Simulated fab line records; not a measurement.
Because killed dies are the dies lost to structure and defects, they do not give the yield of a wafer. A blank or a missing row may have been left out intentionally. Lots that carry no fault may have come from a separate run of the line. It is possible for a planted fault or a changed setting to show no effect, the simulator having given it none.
Which tool was responsible? + flow berkeley_cmos170 + Sampling: 14 lots, 42 wafers, 4 of 331 route steps

## WHAT THE GAUGES SHOWED, per wafer
UCB170_M1_CD_MEAS_90: the cd target is 700 nm. Usual: cd_nm reads 700.7 nm (standard deviation 2.3).
| lot  | measured     | on        | cd_nm (nm)        | flag |
|------|--------------|-----------|-------------------|------|
| L282 | day 7 04:43  | cd_sem-02 | 700.5 701.5 699.7 |      |
| L283 | day 7 05:38  | cd_sem-02 | 700.5 699.6 702.3 |      |
| L285 | day 7 16:55  | cd_sem-01 | 701.7 700.9 700.5 |      |
| L286 | day 7 17:01  | cd_sem-02 | 703.1 704.6 702.2 |      |
| L284 | day 7 17:14  | cd_sem-02 | 697.3 698.0 698.7 |      |
| L289 | day 8 12:40  | cd_sem-01 | - - -             | OFF  |
| L291 | day 8 22:31  | cd_sem-02 | - - -             | OFF  |
| L293 | day 9 10:39  | cd_sem-01 | 697.8 702.5 703.4 |      |
| L296 | day 10 02:25 | cd_sem-02 | 700.6 699.8 699.9 |      |
| L298 | day 10 17:25 | cd_sem-02 | 700.0 701.8 700.2 |      |
| L299 | day 11 02:56 | cd_sem-02 | 704.6 703.8 703.3 |      |
| L301 | day 11 08:52 | cd_sem-01 | 700.5 702.5 700.3 |      |
| L302 | day 11 09:16 | cd_sem-02 | 697.5 695.4 695.4 |      |
| L303 | day 12 02:34 | cd_sem-02 | 702.7 702.2 702.1 |      |

UCB170_V2_CD_MEAS_90: the cd target is 700 nm. Usual: cd_nm reads 699.5 nm (standard deviation 1.5).
| lot  | measured     | on        | cd_nm (nm)        | flag |
|------|--------------|-----------|-------------------|------|
| L282 | day 7 16:37  | cd_sem-02 | 702.6 697.8 700.1 |      |
| L283 | day 7 17:04  | cd_sem-01 | 698.5 700.0 700.2 |      |
| L285 | day 8 06:08  | cd_sem-02 | 697.7 699.9 697.5 |      |
| L286 | day 8 06:50  | cd_sem-01 | 699.2 698.6 699.3 |      |
| L284 | day 8 07:58  | cd_sem-01 | 701.3 700.4 700.1 |      |
| L293 | day 9 22:32  | cd_sem-02 | 700.4 701.5 702.1 |      |
| L296 | day 10 18:26 | cd_sem-02 | 699.2 701.0 700.3 |      |
| L298 | day 11 05:43 | cd_sem-01 | 697.6 698.0 698.0 |      |
| L299 | day 11 16:44 | cd_sem-02 | 699.4 697.6 698.5 |      |
| L301 | day 12 04:29 | cd_sem-02 | 700.4 698.4 697.8 |      |
| L302 | day 12 04:42 | cd_sem-01 | 698.2 698.7 699.4 |      |
| L303 | day 12 15:08 | cd_sem-01 | 700.3 701.0 701.9 |      |

## WHICH TOOL RAN EACH LOT (tool, then ch and the chambers of the sampled wafers, then the start)
| lot  | UCB170_M1_METAL_ETCH_12           | UCB170_M2_ETCH_17                  |
|------|-----------------------------------|------------------------------------|
| L282 | rie_metal-03 ch 0,1, day 7 04:29  | rie_diel-02 ch 0,1,3, day 7 13:37  |
| L283 | rie_metal-02 ch 0,1, day 7 05:21  | rie_diel-03 ch 1,3, day 7 13:54    |
| L285 | rie_metal-03 ch 0,1, day 7 16:39  | rie_diel-01 ch 0,1,2, day 8 03:26  |
| L286 | rie_metal-02 ch 0,1, day 7 16:42  | rie_diel-02 ch 1,2,3, day 8 03:34  |
| L284 | rie_metal-01 ch 0,1, day 7 16:58  | rie_diel-03 ch 2,3, day 8 04:11    |
| L289 | rie_metal-02 ch 0,1, day 8 12:25  | -                                  |
| L291 | rie_metal-01 ch 1, day 8 22:17    | -                                  |
| L293 | rie_metal-01 ch 0,1, day 9 10:25  | rie_diel-02 ch 0,1,2, day 9 19:48  |
| L296 | rie_metal-02 ch 0,1, day 10 02:10 | rie_diel-03 ch 1,2, day 10 15:47   |
| L298 | rie_metal-03 ch 0,1, day 10 17:11 | rie_diel-02 ch 0,1,2, day 11 02:56 |
| L299 | rie_metal-02 ch 0,1, day 11 02:34 | rie_diel-03 ch 0,3, day 11 13:53   |
| L301 | rie_metal-02 ch 0,1, day 11 08:38 | rie_diel-03 ch 0,1,3, day 12 01:41 |
| L302 | rie_metal-03 ch 0,1, day 11 09:02 | rie_diel-02 ch 0,3, day 12 02:00   |
| L303 | rie_metal-01 ch 0,1, day 12 02:19 | rie_diel-01 ch 1,2, day 12 12:05   |
- UCB170_M1_METAL_ETCH_12: etches Al in Cl2/BCl3, stops on PSG, target depth 780 nm, time 130 s.
- UCB170_M2_ETCH_17: etches BARC in N2/H2.

## AS READ BY THE TOOLS THEMSELVES (means over the sampled wafers that have a number; for cases with no such wafer, the mark the record gives instead)
UCB170_M1_METAL_ETCH_12. Usual: bcl3_flow_sccm 45.00 sccm, standard deviation 0.12; bias_w 120.1 W, standard deviation 0.4; drypump_motor_current_A 5.8 A, standard deviation 0.57; oes_product_au 0.859 a.u., standard deviation 0.014; throttle_valve_pct 24.19 %, standard deviation 0.11.
| lot  | tool         | bcl3_flow_sccm (sccm) | bias_w (W) | drypump_motor_current_A (A) | oes_product_au (a.u.) | throttle_valve_pct (%) | flag |
|------|--------------|-----------------------|------------|-----------------------------|-----------------------|------------------------|------|
| L282 | rie_metal-03 | 45.01                 | 119.7      | 6.1                         | 0.871                 | 24.10                  |      |
| L283 | rie_metal-02 | 45.02                 | 120.1      | 5.8                         | 0.855                 | 24.26                  |      |
| L285 | rie_metal-03 | 44.84                 | 120.4      | 6.1                         | 0.869                 | 24.09                  |      |
| L286 | rie_metal-02 | 45.12                 | 120.7      | 5.9                         | 0.861                 | 24.27                  |      |
| L284 | rie_metal-01 | 45.01                 | 120.1      | 5.1                         | 0.842                 | 24.30                  |      |
| L289 | rie_metal-02 | -                     | -          | -                           | -                     | -                      | OFF  |
| L291 | rie_metal-01 | -                     | -          | -                           | -                     | -                      | OFF  |
| L293 | rie_metal-01 | 45.06                 | 119.6      | 5.5                         | 0.847                 | 24.21                  |      |
| L296 | rie_metal-02 | 44.95                 | 120.1      | 5.4                         | 0.854                 | 24.31                  |      |
| L298 | rie_metal-03 | 44.95                 | 120.5      | 6.0                         | 0.862                 | 24.09                  |      |
| L299 | rie_metal-02 | 45.16                 | 119.6      | 5.4                         | 0.860                 | 24.30                  |      |
| L301 | rie_metal-02 | 45.03                 | 119.9      | 5.4                         | 0.858                 | 24.29                  |      |
| L302 | rie_metal-03 | 44.96                 | 120.2      | 6.1                         | 0.856                 | 24.09                  |      |
| L303 | rie_metal-01 | 44.94                 | 120.3      | 5.5                         | 0.851                 | 24.21                  |      |

UCB170_M2_ETCH_17. Usual: bias_w 99.99 W, standard deviation 0.3; chamber_pressure_mTorr 30.00 mTorr, standard deviation 0.037; drypump_motor_current_A 5.7 A, standard deviation 0.56; oes_product_au 1.000 a.u., standard deviation 0.019; throttle_valve_pct 13.26 %, standard deviation 0.18.
| lot  | tool        | bias_w (W) | chamber_pressure_mTorr (mTorr) | drypump_motor_current_A (A) | oes_product_au (a.u.) | throttle_valve_pct (%) | flag |
|------|-------------|------------|--------------------------------|-----------------------------|-----------------------|------------------------|------|
| L282 | rie_diel-02 | 100.26     | 30.01                          | 5.7                         | 1.001                 | 13.13                  |      |
| L283 | rie_diel-03 | 100.21     | 29.90                          | 5.5                         | 0.981                 | 13.36                  |      |
| L285 | rie_diel-01 | 99.86      | 29.98                          | 5.8                         | 1.001                 | 13.24                  |      |
| L286 | rie_diel-02 | 99.76      | 29.96                          | 5.7                         | 0.995                 | 13.08                  |      |
| L284 | rie_diel-03 | 100.16     | 29.99                          | 5.3                         | 1.007                 | 13.36                  |      |
| L293 | rie_diel-02 | 99.64      | 29.97                          | 5.7                         | 0.993                 | 13.03                  |      |
| L296 | rie_diel-03 | 100.11     | 30.00                          | 6.1                         | 0.992                 | 13.50                  |      |
| L298 | rie_diel-02 | 99.77      | 30.00                          | 5.8                         | 0.995                 | 13.02                  |      |
| L299 | rie_diel-03 | 100.15     | 29.99                          | 4.9                         | 1.004                 | 13.23                  |      |
| L301 | rie_diel-03 | 100.08     | 30.05                          | 5.3                         | 1.003                 | 13.30                  |      |
| L302 | rie_diel-02 | 99.92      | 30.01                          | 5.8                         | 1.011                 | 13.21                  |      |
| L303 | rie_diel-01 | 100.27     | 30.01                          | 6.2                         | 1.023                 | 13.16                  |      |

## THE ANSWER, worked out from the rows above alone
Rule: a lot is off if the mean of its wafers that have a number lies more than 3 standard deviations from the usual mean. A lot without any number at a reading at which 4 lots or more have one is off too. All remaining lots with rows at the step are treated as sound. Order of review: gauges by route order, followed by the tools' own readings, for which a lot's mean as printed above is used. At the first step where some lot is off, the reading lying furthest off is the one used; lots without a number count as furthest.
Off: L289, L291, at UCB170_M1_CD_MEAS_90 (cd_nm). Without a number there: L289, L291.
A tool fits if, at a process step before that reading, it ran every lot that is off, and no sound lot after the first of them. The gauges at UCB170_M1_CD_MEAS_90 aren't tried: what is off there is off at UCB170_M1_METAL_ETCH_12 too, on other tools, and a gauge's error can't cause that. None of those tried fits.

## WHAT HAD BEEN PUT IN BY THE SIMULATOR
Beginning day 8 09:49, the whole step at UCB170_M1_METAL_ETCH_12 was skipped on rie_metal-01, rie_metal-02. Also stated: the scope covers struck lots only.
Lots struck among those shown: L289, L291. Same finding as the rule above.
